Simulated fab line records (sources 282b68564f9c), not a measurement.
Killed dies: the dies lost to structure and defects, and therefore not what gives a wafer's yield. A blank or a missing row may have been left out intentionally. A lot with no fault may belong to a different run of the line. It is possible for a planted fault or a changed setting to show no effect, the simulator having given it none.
Split-lot study | flow rit-cmos | 23 wafers read from 5 lots, route of 202 steps

## ON THE SPLIT
At RIT_SILICIDE_SPUTTER_01 (material Ti, target thk 30 nm, time 240 s), the setting power-w was moved away from the recipe's 350 W on 8 of the 23 wafers read, by +4.7% to +10.7%. All remaining wafers had this setting at the recipe value.

## FROM SPLIT TO READING: 1 step shown by the file between the two
- RIT_SILICIDE_RS_MEAS_02: measures by four-point-probe

## THE READING
SILICIDE_TI_THK, in nm, at RIT_SILICIDE_THK_MEAS_03 (measures by xrf). A value of 30.2 nm with a standard deviation of 0.42 nm is what fault-free wafers of this fab line usually give.

wafer  | tool, chamber at the split | power-w as run, W | against the recipe | SILICIDE_TI_THK, nm | against lot-mates on the recipe
L075.1 | pvd-sputter-04, -          | 366.5             | +4.7%              | 32.3                | +1.8
L075.2 | pvd-sputter-04, -          | 366.5             | +4.7%              | 32.1                | +1.6
L075.3 | pvd-sputter-04, -          | 366.5             | +4.7%              | 31.9                | +1.4
L075.5 | pvd-sputter-04, -          | 350               | recipe             | 30.4                | -
L075.6 | pvd-sputter-04, -          | 350               | recipe             | 30.6                | -
L077.1 | pvd-sputter-04, -          | 350               | recipe             | 29.9                | -
L077.2 | pvd-sputter-04, -          | 350               | recipe             | 30.2                | -
L077.3 | pvd-sputter-04, -          | 350               | recipe             | 30.0                | -
L077.4 | pvd-sputter-04, -          | 350               | recipe             | 29.8                | -
L077.6 | pvd-sputter-04, -          | 350               | recipe             | 29.7                | -
L079.1 | pvd-sputter-04, -          | 387.5             | +10.7%             | 33.1                | +3.1
L079.3 | pvd-sputter-04, -          | 387.5             | +10.7%             | 33.5                | +3.4
L079.4 | pvd-sputter-04, -          | 387.5             | +10.7%             | 33.1                | +3.1
L079.5 | pvd-sputter-04, -          | 350               | recipe             | 30.0                | -
L079.6 | pvd-sputter-04, -          | 350               | recipe             | 30.1                | -
L082.1 | pvd-sputter-03, -          | 386.4             | +10.4%             | 33.3                | +2.9
L082.2 | pvd-sputter-03, -          | 350               | recipe             | 30.4                | -
L082.3 | pvd-sputter-03, -          | 386.4             | +10.4%             | 33.2                | +2.8
L082.5 | pvd-sputter-03, -          | 350               | recipe             | 30.5                | -
L082.6 | pvd-sputter-03, -          | 350               | recipe             | 30.2                | -
L083.3 | pvd-sputter-04, -          | 350               | recipe             | 30.6                | -
L083.5 | pvd-sputter-04, -          | 350               | recipe             | 30.9                | -
L083.6 | pvd-sputter-04, -          | 350               | recipe             | 30.8                | -

FIT RESULTS
A straight line over all 23 wafers: SILICIDE_TI_THK changes by +0.286 nm for each +1% of power-w; r = +0.96; the points scatter about the line by 0.36 nm.
The same after taking each lot's own level away (the mean of its wafers on the recipe; 23 wafers): +0.292 nm for each +1%; r = +0.99; scatter 0.18 nm.
According to that fit, moving power-w by its largest amount changes the reading by 3.1 nm.
Measured against the standard deviation above, the lots' own levels, which go from 29.92 to 30.77 nm, span 2.0 times it.
Hence the lot-to-lot level has little effect on the slope; both slopes agree.
Check: with one of the wafers moved furthest among these (+10.7%) left out of the fit, the line predicts +3.18 nm for it against its lot-mates. Against them it came out at +3.05 nm.

## ADDITIONAL SPLITS CARRIED BY THESE WAFERS
Before the reading, these wafers also passed through other splits. Each is held against what the fit with the lots' levels taken away leaves over:
other split on the same wafers     | wafers away from the commonest value | r with SILICIDE_TI_THK (lot level and that fit taken away)
RIT_ACTIVE_OXIDATION_01 temp-c     | 18                                   | -0.05
RIT_ACTIVE_COAT_06 spin-rpm        | 9                                    | -0.28
RIT_FOX1_OXIDATION_00 ox-time-s    | 15                                   | -0.02
RIT_NWELL_COAT_01 spin-rpm         | 5                                    | +0.30
RIT_NWELL_IMPLANT_08 energy-kev    | 9                                    | -0.07
RIT_PWELL_IMPLANT_08 energy-kev    | 4                                    | +0.02
RIT_NRETRO_IMPLANT_08 dose-cm2     | 7                                    | +0.11
RIT_PRETRO_IMPLANT_08 energy-kev   | 5                                    | -0.26
RIT_GATE_DEVELOP_15 develop-time-s | 6                                    | -0.08
RIT_NSD_IMPLANT_08 energy-kev      | 5                                    | -0.23
RIT_PSD_COAT_01 spin-rpm           | 7                                    | -0.10

## THE WHOLE CHAIN: every reading that the file lists as answering this split, in the file's order
step                     | what it does                              | reading                                                                           | change (the file's fit)               | r (the file's)
RIT_SILICIDE_SPUTTER_01  | material Ti, target thk 30 nm, time 240 s | Ti_of_SILICIDE_SPUTTER_01.thk-nm (the simulator's own value, which no gauge read) | +0.298 nm for each +1% of the setting | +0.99
RIT_SILICIDE_RS_MEAS_02  | measures by four-point-probe              | SILICIDE_TI_RS                                                                    | -0.529 for each +1% of the setting    | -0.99
RIT_SILICIDE_THK_MEAS_03 | measures by xrf                           | SILICIDE_TI_THK                                                                   | +0.293 for each +1% of the setting    | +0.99

## FILE'S OWN FIT
SILICIDE_TI_THK changes by +0.293 nm for each +1% of power-w, r = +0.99.
